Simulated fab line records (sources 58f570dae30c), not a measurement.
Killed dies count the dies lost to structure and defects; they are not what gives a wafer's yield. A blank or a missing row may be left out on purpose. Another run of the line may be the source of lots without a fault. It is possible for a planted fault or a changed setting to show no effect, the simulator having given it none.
Split-lot trial + flow berkeley_cmos170 + route with 331 steps; 5 lots, 23 wafers read

THE SPLIT ITSELF
At UCB170_M3_SPUTTER_01 (material Al, target thk 900 nm, time 120 s), the setting time_s was moved away from the recipe's 120 s on 7 of the 23 wafers read, by -4.0% to +5.6%. For the rest of the wafers, this setting stayed at what the recipe calls for.

FROM SPLIT TO READING: 1 step shown by the file between the two
- UCB170_M3_RS_MEAS_02: measures by four-point-probe

THE READING
M3_AL_THK, in nm, at UCB170_M3_THK_MEAS_03 (measures by xrf). Typical for fault-free wafers on this fab line: 890 nm, with standard deviation 9.1 nm.

| wafer  | tool, chamber at the split | time_s as run, s | against the recipe | M3_AL_THK, nm | against lot-mates on the recipe |
|--------|----------------------------|------------------|--------------------|---------------|---------------------------------|
| L074.1 | pvd_sputter-01, -          | 120              | recipe             | 869           | -                               |
| L074.2 | pvd_sputter-01, -          | 124.5            | +3.8%              | 920           | +44                             |
| L074.3 | pvd_sputter-01, -          | 120              | recipe             | 865           | -                               |
| L074.4 | pvd_sputter-01, -          | 120              | recipe             | 893           | -                               |
| L074.6 | pvd_sputter-01, -          | 124.5            | +3.8%              | 917           | +41                             |
| L076.1 | pvd_sputter-03, -          | 115.2            | -4.0%              | 864           | -23                             |
| L076.2 | pvd_sputter-03, -          | 115.2            | -4.0%              | 854           | -33                             |
| L076.3 | pvd_sputter-03, -          | 120              | recipe             | 890           | -                               |
| L076.4 | pvd_sputter-03, -          | 120              | recipe             | 879           | -                               |
| L076.5 | pvd_sputter-03, -          | 120              | recipe             | 892           | -                               |
| L075.1 | pvd_sputter-04, -          | 120              | recipe             | 902           | -                               |
| L075.2 | pvd_sputter-04, -          | 120              | recipe             | 892           | -                               |
| L075.4 | pvd_sputter-04, -          | 120              | recipe             | 888           | -                               |
| L077.1 | pvd_sputter-01, -          | 126.7            | +5.6%              | 944           | +42                             |
| L077.3 | pvd_sputter-01, -          | 120              | recipe             | 901           | -                               |
| L077.4 | pvd_sputter-01, -          | 126.7            | +5.6%              | 950           | +48                             |
| L077.5 | pvd_sputter-01, -          | 120              | recipe             | 904           | -                               |
| L077.6 | pvd_sputter-01, -          | 126.7            | +5.6%              | 946           | +44                             |
| L079.1 | pvd_sputter-03, -          | 120              | recipe             | 886           | -                               |
| L079.2 | pvd_sputter-03, -          | 120              | recipe             | 893           | -                               |
| L079.4 | pvd_sputter-03, -          | 120              | recipe             | 898           | -                               |
| L079.5 | pvd_sputter-03, -          | 120              | recipe             | 896           | -                               |
| L079.6 | pvd_sputter-03, -          | 120              | recipe             | 890           | -                               |

FIT RESULTS
A straight line over all 23 wafers: M3_AL_THK changes by +9.11 nm for each +1% of time_s; r = +0.92; the points scatter about the line by 10 nm.
The same after taking each lot's own level away (the mean of its wafers on the recipe; 23 wafers): +8.23 nm for each +1%; r = +0.95; scatter 7.4 nm.
Per that fit: largest time_s move, reading shift of 46 nm.
Measured against the standard deviation above, the lots' own levels, which go from 875.7 to 902.5 nm, span 2.9 times it.
Hence the slope depends on the lot-to-lot level, as the two fits are not the same.
Check: for one of the wafers moved furthest among these (+5.6%), held out of the fit, the line's prediction against its lot-mates is +48.7 nm. Against them it came out at +41.5 nm.

OTHER SPLITS APPLIED TO THESE WAFERS
Note: prior to the reading, these wafers also went through further splits. Each is held against what the fit with the lots' levels taken away leaves over:
| other split on the same wafers       | wafers away from the commonest value | r with M3_AL_THK (lot level and that fit taken away) |
|--------------------------------------|--------------------------------------|------------------------------------------------------|
| UCB170_NSD_IMPLANT_08 dose_cm2       | 9                                    | -0.13                                                |
| UCB170_CONTACT_CVD_01 time_s         | 18                                   | +0.18                                                |
| UCB170_CONTACT_COAT_10 resist_thk_nm | 9                                    | -0.24                                                |
| UCB170_V2_COAT_07 spin_rpm           | 9                                    | +0.10                                                |

THE WHOLE CHAIN: every reading that the file lists as answering this split, in the file's order
| step                  | what it does                               | reading                                                                     | change (the file's fit)               | r (the file's) |
|-----------------------|--------------------------------------------|-----------------------------------------------------------------------------|---------------------------------------|----------------|
| UCB170_M3_SPUTTER_01  | material Al, target thk 900 nm, time 120 s | Al_of_M3_SPUTTER_01.thk_nm (the simulator's own value, which no gauge read) | +9 nm for each +1% of the setting     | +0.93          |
| UCB170_M3_RS_MEAS_02  | measures by four-point-probe               | M3_AL_RS                                                                    | -0.000322 for each +1% of the setting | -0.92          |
| UCB170_M3_THK_MEAS_03 | measures by xrf                            | M3_AL_THK                                                                   | +8.52 for each +1% of the setting     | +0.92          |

THE FILE'S OWN FIT
M3_AL_THK changes by +8.52 nm for each +1% of time_s, r = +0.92.
